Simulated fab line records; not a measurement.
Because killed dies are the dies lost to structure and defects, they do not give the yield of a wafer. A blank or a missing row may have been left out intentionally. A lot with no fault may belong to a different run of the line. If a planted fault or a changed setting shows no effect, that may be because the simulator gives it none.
The tool behind it: which one? ; flow rit_cmos ; 15 lots, 45 wafers sampled, at 1 step of a route of 202

== WHAT THE GAUGES READ, wafer by wafer ==
No reading from a measuring or inspecting step in the record can be judged against a usual standard deviation.

== EACH LOT AND THE TOOL THAT RAN IT (in order: tool; ch and the chambers of the sampled wafers; start) ==
lot;RIT_ACTIVE_EXPOSE_08
L786;iline_stepper-02 ch 0, day 1 20:36
L787;iline_stepper-02 ch 0, day 2 01:06
L788;iline_stepper-02 ch 0, day 2 05:13
L789;iline_stepper-02 ch 0, day 2 10:50
L792;iline_stepper-02 ch 0, day 3 02:20
L793;iline_stepper-02 ch 0, day 3 06:02
L795;iline_stepper-01 ch 0, day 3 16:32
L796;iline_stepper-01, day 3 21:29
L797;iline_stepper-01, day 4 05:46
L798;iline_stepper-01, day 4 09:19
L804;iline_stepper-01 ch 0, day 5 17:31
L805;iline_stepper-01 ch 0, day 5 23:51
L806;iline_stepper-02 ch 0, day 6 00:05
L807;iline_stepper-01 ch 0, day 6 09:14
L808;iline_stepper-02 ch 0, day 6 09:25
- RIT_ACTIVE_EXPOSE_08: exposes mask M1, target cd 1400 nm.

== WHAT THE TOOLS THEMSELVES READ (means of the sampled wafers that have a number; where no wafer has one, the mark that the record gives instead) ==
RIT_ACTIVE_EXPOSE_08. Usual: exposure_dose_mJ_cm2 223.34, standard deviation 0.21; focus_offset_nm 0.1 nm, standard deviation 0.6.
lot;tool;exposure_dose_mJ_cm2;focus_offset_nm (nm);flag
L786;iline_stepper-02;223.45;0.3;
L787;iline_stepper-02;223.18;0.7;
L788;iline_stepper-02;223.22;-0.1;
L789;iline_stepper-02;223.34;-0.5;
L792;iline_stepper-02;223.20;-0.3;
L793;iline_stepper-02;223.35;1.2;
L795;iline_stepper-01;223.36;0.9;
L796;iline_stepper-01;-;-;OFF
L797;iline_stepper-01;-;-;OFF
L798;iline_stepper-01;-;-;OFF
L804;iline_stepper-01;223.24;-0.1;
L805;iline_stepper-01;223.31;0.8;
L806;iline_stepper-02;223.57;0.0;
L807;iline_stepper-01;223.56;-0.5;
L808;iline_stepper-02;223.48;-0.5;

== THE ANSWER, worked out from the rows above alone ==
Rule: a lot counts as off when the mean over its wafers that have a number is more than 3 standard deviations away from the usual mean. A lot without any number at a reading at which 4 lots or more have one is off too. All remaining lots with rows at the step are treated as sound. First the gauges in route order, then the tools' own readings, where a lot's mean is used as printed above. The first step at which some lot is off is used, and at that step the reading that is off furthest; a lot without a number counts as furthest.
Off: L796, L797, L798 (RIT_ACTIVE_EXPOSE_08, exposure_dose_mJ_cm2). Without a number there: L796, L797, L798.
A tool fits if, at that step or a process step before it, it ran every lot that is off, and no sound lot after the first of them. No candidate that was tried fits.

== WHAT THE SIMULATOR PUT IN ==
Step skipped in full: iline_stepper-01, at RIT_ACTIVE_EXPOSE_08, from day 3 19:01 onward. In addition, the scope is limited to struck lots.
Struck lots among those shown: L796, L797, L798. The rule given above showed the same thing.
